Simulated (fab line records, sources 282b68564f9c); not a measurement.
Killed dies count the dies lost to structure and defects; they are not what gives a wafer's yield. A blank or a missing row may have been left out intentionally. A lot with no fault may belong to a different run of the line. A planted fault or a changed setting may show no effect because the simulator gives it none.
Which tool did it? :: flow rit_cmos :: 39 wafers from 13 lots sampled at 6 of the route's 202 steps

== WHAT THE GAUGES READ, wafer by wafer ==
RIT_FOX2_THK_MEAS_01.
lot: L252
measured: day 1 18:55
on: film_metro-03
FOX2_OXIDE_THK (nm): 352 351 355

lot: L253
measured: day 2 00:10
on: film_metro-02
FOX2_OXIDE_THK (nm): 361 364 364

lot: L255
measured: day 2 09:26
on: film_metro-04
FOX2_OXIDE_THK (nm): 355 359 359

lot: L259
measured: day 3 05:40
on: film_metro-02
FOX2_OXIDE_THK (nm): 351 350 343

lot: L261
measured: day 3 15:59
on: film_metro-03
FOX2_OXIDE_THK (nm): 352 351 350

lot: L265
measured: day 4 12:31
on: film_metro-04
FOX2_OXIDE_THK (nm): 353 358 354

lot: L266
measured: day 4 17:53
on: film_metro-02
FOX2_OXIDE_THK (nm): 355 348 352

lot: L268
measured: day 5 04:20
on: film_metro-04
FOX2_OXIDE_THK (nm): 354 353 355

lot: L270
measured: day 5 12:26
on: film_metro-02
FOX2_OXIDE_THK (nm): 340 336 346

lot: L271
measured: day 5 17:46
on: film_metro-04
FOX2_OXIDE_THK (nm): 346 349 345

lot: L272
measured: day 5 22:26
on: film_metro-03
FOX2_OXIDE_THK (nm): 359 355 349

lot: L273
measured: day 6 03:32
on: film_metro-03
FOX2_OXIDE_THK (nm): 344 346 342

lot: L275
measured: day 6 14:52
on: film_metro-03
FOX2_OXIDE_THK (nm): 345 352 348

RIT_REOX_THK_MEAS_04.
lot: L252
measured: day 2 19:21
on: film_metro-01
REOX_OXIDE_THK (nm): 24.7 24.9 25.3

lot: L253
measured: day 2 21:53
on: film_metro-01
REOX_OXIDE_THK (nm): 24.9 24.6 24.4

lot: L255
measured: day 3 06:55
on: film_metro-04
REOX_OXIDE_THK (nm): 24.8 25.0 25.2

lot: L259
measured: day 4 04:56
on: film_metro-03
REOX_OXIDE_THK (nm): 23.6 23.9 23.4

lot: L261
measured: day 4 13:21
on: film_metro-04
REOX_OXIDE_THK (nm): 24.6 24.7 24.9

lot: L265
measured: day 5 13:31
on: film_metro-03
REOX_OXIDE_THK (nm): 24.3 24.4 24.6

lot: L266
measured: day 5 15:08
on: film_metro-01
REOX_OXIDE_THK (nm): 25.1 25.2 24.7

lot: L268
measured: day 6 01:32
on: film_metro-01
REOX_OXIDE_THK (nm): 24.8 24.8 24.9

lot: L270
measured: day 6 09:50
on: film_metro-03
REOX_OXIDE_THK (nm): 23.2 23.7 23.6

lot: L271
measured: day 6 16:02
on: film_metro-03
REOX_OXIDE_THK (nm): 24.8 24.9 25.1

lot: L272
measured: day 6 19:28
on: film_metro-04
REOX_OXIDE_THK (nm): 24.2 23.9 24.3

lot: L273
measured: day 7 02:41
on: film_metro-01
REOX_OXIDE_THK (nm): 23.2 23.8 24.1

lot: L275
measured: day 7 11:40
on: film_metro-04
REOX_OXIDE_THK (nm): 24.2 24.1 24.5

RIT_M1_RS_MEAS_01: measurement is done with a four-point probe.
lot: L252
measured: day 3 08:13
on: film_metro-03
M1_AL_RS (ohm/sq): 0.0727 0.0744 0.0726

lot: L253
measured: day 3 10:17
on: film_metro-01
M1_AL_RS (ohm/sq): 0.0736 0.0738 0.0730

lot: L255
measured: day 3 20:04
on: film_metro-01
M1_AL_RS (ohm/sq): 0.0729 0.0719 0.0716

lot: L259
measured: day 4 17:23
on: film_metro-03
M1_AL_RS (ohm/sq): 0.0953 0.0731 0.0736

lot: L261
measured: day 5 01:39
on: film_metro-03
M1_AL_RS (ohm/sq): 0.0980 0.0746 0.0982

lot: L265
measured: day 6 02:34
on: film_metro-03
M1_AL_RS (ohm/sq): 0.0735 0.0737 0.0724

lot: L266
measured: day 6 04:28
on: film_metro-02
M1_AL_RS (ohm/sq): 0.0741 0.0746 0.0746

lot: L268
measured: day 6 14:15
on: film_metro-02
M1_AL_RS (ohm/sq): 0.0728 0.0729 0.0727

lot: L270
measured: day 6 23:11
on: film_metro-01
M1_AL_RS (ohm/sq): 0.0728 0.0751 0.0732

lot: L271
measured: day 7 05:19
on: film_metro-01
M1_AL_RS (ohm/sq): 0.0753 0.0761 0.0759

lot: L272
measured: day 7 08:21
on: film_metro-01
M1_AL_RS (ohm/sq): 0.0745 0.0730 0.0731

lot: L273
measured: day 7 15:37
on: film_metro-02
M1_AL_RS (ohm/sq): 0.0735 0.0720 0.0737

lot: L275
measured: day 8 00:25
on: film_metro-02
M1_AL_RS (ohm/sq): 0.0732 0.0741 0.0745

RIT_M1_THK_MEAS_02: measures by xrf.
lot: L252
measured: day 3 08:19
on: film_metro-03
M1_AL_THK (nm): 407 398 407

lot: L253
measured: day 3 10:24
on: film_metro-01
M1_AL_THK (nm): 399 399 401

lot: L255
measured: day 3 20:11
on: film_metro-01
M1_AL_THK (nm): 401 407 410

lot: L259
measured: day 4 17:31
on: film_metro-03
M1_AL_THK (nm): 335 404 402

lot: L261
measured: day 5 01:46
on: film_metro-03
M1_AL_THK (nm): 324 398 327

lot: L265
measured: day 6 02:40
on: film_metro-03
M1_AL_THK (nm): 400 400 404

lot: L266
measured: day 6 04:34
on: film_metro-02
M1_AL_THK (nm): 394 389 392

lot: L268
measured: day 6 14:22
on: film_metro-02
M1_AL_THK (nm): 400 401 402

lot: L270
measured: day 6 23:19
on: film_metro-01
M1_AL_THK (nm): 406 393 403

lot: L271
measured: day 7 05:26
on: film_metro-01
M1_AL_THK (nm): 390 390 387

lot: L272
measured: day 7 08:28
on: film_metro-01
M1_AL_THK (nm): 394 399 401

lot: L273
measured: day 7 15:44
on: film_metro-02
M1_AL_THK (nm): 397 405 394

lot: L275
measured: day 8 00:32
on: film_metro-02
M1_AL_THK (nm): 398 394 390

RIT_M1_OVL_MEAS_10.
lot: L252
measured: day 3 09:22
on: overlay-02
M1_OVL (nm): 0.4 0.3 -0.7

lot: L253
measured: day 3 11:41
on: overlay-01
M1_OVL (nm): -0.3 -1.3 -2.1

lot: L255
measured: day 3 21:22
on: overlay-02
M1_OVL (nm): -0.1 1.6 0.6

lot: L259
measured: day 4 18:34
on: overlay-02
M1_OVL (nm): -1.2 0.1 -1.0

lot: L261
measured: day 5 02:58
on: overlay-02
M1_OVL (nm): 1.1 3.0 2.0

lot: L265
measured: day 6 03:53
on: overlay-02
M1_OVL (nm): -0.5 0.4 -1.1

lot: L266
measured: day 6 05:37
on: overlay-02
M1_OVL (nm): 0.4 -1.5 -1.3

lot: L268
measured: day 6 15:32
on: overlay-01
M1_OVL (nm): -2.0 -1.6 -2.8

lot: L270
measured: day 7 00:30
on: overlay-01
M1_OVL (nm): -0.6 -0.6 -0.5

lot: L271
measured: day 7 06:29
on: overlay-01
M1_OVL (nm): -1.0 0.3 -1.3

lot: L272
measured: day 7 09:40
on: overlay-01
M1_OVL (nm): -3.1 -2.4 -1.7

lot: L273
measured: day 7 16:47
on: overlay-02
M1_OVL (nm): -2.7 -1.4 -2.7

lot: L275
measured: day 8 01:43
on: overlay-01
M1_OVL (nm): -1.3 -0.9 -1.2

== EACH LOT AND THE TOOL THAT RAN IT (in order: tool; ch and the chambers of the sampled wafers; start) ==
lot: L252
RIT_M1_SPUTTER_00: pvd_sputter-03, day 3 07:53

lot: L253
RIT_M1_SPUTTER_00: pvd_sputter-04, day 3 09:59

lot: L255
RIT_M1_SPUTTER_00: pvd_sputter-04, day 3 19:46

lot: L259
RIT_M1_SPUTTER_00: pvd_sputter-04, day 4 17:05

lot: L261
RIT_M1_SPUTTER_00: pvd_sputter-04, day 5 01:22

lot: L265
RIT_M1_SPUTTER_00: pvd_sputter-02, day 6 02:14

lot: L266
RIT_M1_SPUTTER_00: pvd_sputter-03, day 6 04:08

lot: L268
RIT_M1_SPUTTER_00: pvd_sputter-03, day 6 13:56

lot: L270
RIT_M1_SPUTTER_00: pvd_sputter-03, day 6 22:54

lot: L271
RIT_M1_SPUTTER_00: pvd_sputter-02, day 7 05:00

lot: L272
RIT_M1_SPUTTER_00: pvd_sputter-03, day 7 08:04

lot: L273
RIT_M1_SPUTTER_00: pvd_sputter-02, day 7 15:19

lot: L275
RIT_M1_SPUTTER_00: pvd_sputter-03, day 8 00:07
- RIT_M1_SPUTTER_00: material Al, target thk 400 nm, time 500 s.

== AS READ BY THE TOOLS THEMSELVES (means over the sampled wafers that have a number; for cases with no such wafer, the mark the record gives instead) ==
RIT_M1_SPUTTER_00.
lot: L252
tool: pvd_sputter-03
throttle_valve_pct (%): 30.9

lot: L253
tool: pvd_sputter-04
throttle_valve_pct (%): 30.0

lot: L255
tool: pvd_sputter-04
throttle_valve_pct (%): 29.8

lot: L259
tool: pvd_sputter-04
throttle_valve_pct (%): 30.3

lot: L261
tool: pvd_sputter-04
throttle_valve_pct (%): 30.0

lot: L265
tool: pvd_sputter-02
throttle_valve_pct (%): 29.8

lot: L266
tool: pvd_sputter-03
throttle_valve_pct (%): 30.5

lot: L268
tool: pvd_sputter-03
throttle_valve_pct (%): 30.3

lot: L270
tool: pvd_sputter-03
throttle_valve_pct (%): 31.6

lot: L271
tool: pvd_sputter-02
throttle_valve_pct (%): 30.2

lot: L272
tool: pvd_sputter-03
throttle_valve_pct (%): 31.2

lot: L273
tool: pvd_sputter-02
throttle_valve_pct (%): 29.5

lot: L275
tool: pvd_sputter-03
throttle_valve_pct (%): 30.4

== THE ANSWER, worked out from the rows above alone ==
Rule: usual is defined by the lots themselves. Put in order of their means at a reading, lots are off if they are a third of the lots or fewer, leave a main group of 4 or more, and stand apart from it by a gap of 3 or more times the standard deviation of the main group's means; of several such gaps the widest counts. A main group is skipped when, at the precision printed for the reading in the tables above, its means are all equal. Also off: a lot with no number at a reading for which 4 or more lots have one. Any other lot the step has rows for is counted as sound. The gauges are gone through in route order, then the tools' own readings, and for those a lot's mean is taken as printed above. At the first step where some lot is off, the reading lying furthest off is the one used; lots without a number count as furthest.
Off: at RIT_M1_RS_MEAS_01 (M1_AL_RS), L259, L261. For the main group the mean is 0.0736 ohm/sq and the standard deviation 0.0009.
A tool fits if, at a process step before that reading, it ran every lot that is off, and no sound lot after the first of them. The gauges at RIT_M1_RS_MEAS_01 are tried like those tools. One fits: RIT_M1_SPUTTER_00 on pvd_sputter-04. Its last sound lot is L255 (day 3 19:46), its first lot that is off L259 (day 4 17:05): a fault that began between those two fits.

== WHAT WAS PUT IN BY THE SIMULATOR ==
Site profile drift: pvd_sputter-04, from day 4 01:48 on, at RIT_M1_SPUTTER_00. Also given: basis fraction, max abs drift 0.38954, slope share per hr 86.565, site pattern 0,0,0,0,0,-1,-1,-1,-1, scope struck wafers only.
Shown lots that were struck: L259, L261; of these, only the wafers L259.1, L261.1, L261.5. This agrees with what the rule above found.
